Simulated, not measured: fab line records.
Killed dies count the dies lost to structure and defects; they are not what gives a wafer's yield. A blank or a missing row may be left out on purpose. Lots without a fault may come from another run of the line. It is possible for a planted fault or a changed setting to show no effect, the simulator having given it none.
8D (eight disciplines) problem report, filled in by code | flow rit-cmos | the parts of the form that need people (team, actions taken, sign-off) are left out

1. PROBLEM STATEMENT
run-length-s at RIT_M1_METAL_ETCH_12 reads a mean of 153.1 s on 9 wafers of 3 lots; wafers without a fault read 193.3 s with a standard deviation of 0.68. That puts it -59 standard deviations away from the usual mean.
The step: etches Al in Cl2/BCl3, stops on SiO2, time 165 s, target depth 600 nm.
The first sign was on wafer L713.2 at day 5 08:28, on rie-metal-02. At this step, 45 wafers from 15 lots have a number in the record. By rule, "out" or "out of limits" means more than 4 standard deviations away from the usual mean. All remaining wafers that have a number are taken as sound.

2. WHAT IT IS, WHAT IT ISN'T
question                    | is                           | is not
which readings at this step | run-length-s, oes-product-au | drypump-motor-current-A
which lots                  | L713, L716, L719             | L705, L706, L708, L710, L712, L720, L721, L722, L723, L724, L726, L727
which wafers of those lots  | all that have a number       | -
read on which tools         | rie-metal-02                 | rie-metal-01, rie-metal-04
when                        | from day 5 08:28             | up to then (15 sound wafers); but 21 sound wafers of L720, L721, L722, L723, L724, L726, L727 came after

3. SUSPECTS, AND WHAT RULES EACH OUT
Counting: a tool stays on the suspect list if, at a process step up to the reading, it processed all lots that are out and no sound lot following the first of them.
- rie-metal-02 at RIT_M1_METAL_ETCH_12 (etches Al in Cl2/BCl3, stops on SiO2, time 165 s, target depth 600 nm): kept. It ran every lot that is out, first L713 (day 5 08:28), and no sound lot after that; its last sound lot up to then is L708 (day 4 08:42). Out on those wafers are its own readings of oes-product-au, run-length-s.
Left after counting: rie-metal-02 at RIT_M1_METAL_ETCH_12.

4. THE CAUSE (what the simulator had put in)
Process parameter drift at RIT_M1_METAL_ETCH_12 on rie-metal-02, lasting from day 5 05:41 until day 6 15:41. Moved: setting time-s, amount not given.
This tool alone remained once counting was done.

5. THE EFFECT CHAIN, in route order
One row per reading whose mean, taken over the struck wafers that have a number, lies over 3 standard deviations from the usual. Readings are gone through only where the record gives a usual standard deviation; hours: the median, over the lots, of the time from a lot's start at the first step in this table giving one to that lot's start at this step; sigmas: the change measured in usual standard deviations.
hours | step                 | reading        | usual      | on struck wafers | change | sigmas
0     | RIT_M1_METAL_ETCH_12 | oes-product-au | 0.781 a.u. | 1.002            | +0.221 | +16
0     | RIT_M1_METAL_ETCH_12 | run-length-s   | 193.3 s    | 153.1            | -40.2  | -59
Process steps it contains:
- RIT_M1_METAL_ETCH_12: etches Al in Cl2/BCl3, stops on SiO2, time 165 s, target depth 600 nm.
Later steps that measure or inspect, where all struck wafers having a row at the step show a number for every such reading and not one has moved that far: RIT_M1_BOW_MEAS_16.

6. WHAT WOULD HAVE CAUGHT IT SOONER
First out-of-limits reading in this record: day 5 08:28, which is 3 hours after fault onset at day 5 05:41.
